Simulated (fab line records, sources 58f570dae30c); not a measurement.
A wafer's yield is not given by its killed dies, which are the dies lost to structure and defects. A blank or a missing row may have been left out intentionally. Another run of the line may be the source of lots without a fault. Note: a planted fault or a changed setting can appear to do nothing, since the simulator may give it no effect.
Which tool is to blame? | flow berkeley cmos170 | 21 wafers from 7 lots sampled at 3 of the route's 331 steps

WHAT THE GAUGES SHOWED, per wafer
UCB170_NWELL_TW_MEAS_16.
lot  | measured    | on            | NWELL_TW
L916 | day 3 12:59 | film metro-03 | 1215 1213 1215
L918 | day 3 18:54 | film metro-03 | 1220 1211 1214
L923 | day 4 15:38 | film metro-04 | 1251 1257 1249
L926 | day 5 06:47 | film metro-03 | 1224 1235 1237
L929 | day 5 22:01 | film metro-01 | 1244 1239 1239
L931 | day 6 06:32 | film metro-04 | 1245 1243 1248
L936 | day 7 03:28 | film metro-04 | 1261 1262 1264

TOOL THAT RAN EACH LOT (tool first, then ch and the chambers of the sampled wafers, then the start)
lot  | UCB170_ZERO_ETCH_06               | UCB170_NWELL_ANNEAL_03
L916 | rie diel-01 ch 1,2,3, day 2 21:34 | furnace-02 ch 0, day 3 07:55
L918 | rie diel-02 ch 0,3, day 3 04:22   | furnace-04 ch 0, day 3 13:40
L923 | rie diel-01 ch 1,2,3, day 4 00:38 | furnace-04, day 4 10:11
L926 | rie diel-02 ch 0,2, day 4 15:55   | furnace-04 ch 0, day 5 01:47
L929 | rie diel-03 ch 0,1,3, day 5 06:07 | furnace-01 ch 0, day 5 17:22
L931 | rie diel-01 ch 1,2,3, day 5 13:20 | furnace-04 ch 0, day 6 01:49
L936 | rie diel-03 ch 0,2,3, day 6 14:14 | furnace-02 ch 0, day 6 22:23
- UCB170_ZERO_ETCH_06: etches SiO2 in CHF3/CF4/Ar, time 12 s.
- UCB170_NWELL_ANNEAL_03: time 900 s.

THE ANSWER, worked out from the rows above alone
Rule: the lots themselves supply what counts as usual. Put in order of their means at a reading, lots are off if they are a third of the lots or fewer, leave a main group of 4 or more, and stand apart from it by a gap of 3 or more times the standard deviation of the main group's means; of several such gaps the widest counts. A main group whose means are all the same, to the digits that the tables above print for the reading, isn't used. A lot without any number at a reading at which 4 lots or more have one is off too. Any other lot the step has rows for is counted as sound.
Nothing can be told from this: no lot is off at any reading shown.

WHAT THE SIMULATOR PUT IN
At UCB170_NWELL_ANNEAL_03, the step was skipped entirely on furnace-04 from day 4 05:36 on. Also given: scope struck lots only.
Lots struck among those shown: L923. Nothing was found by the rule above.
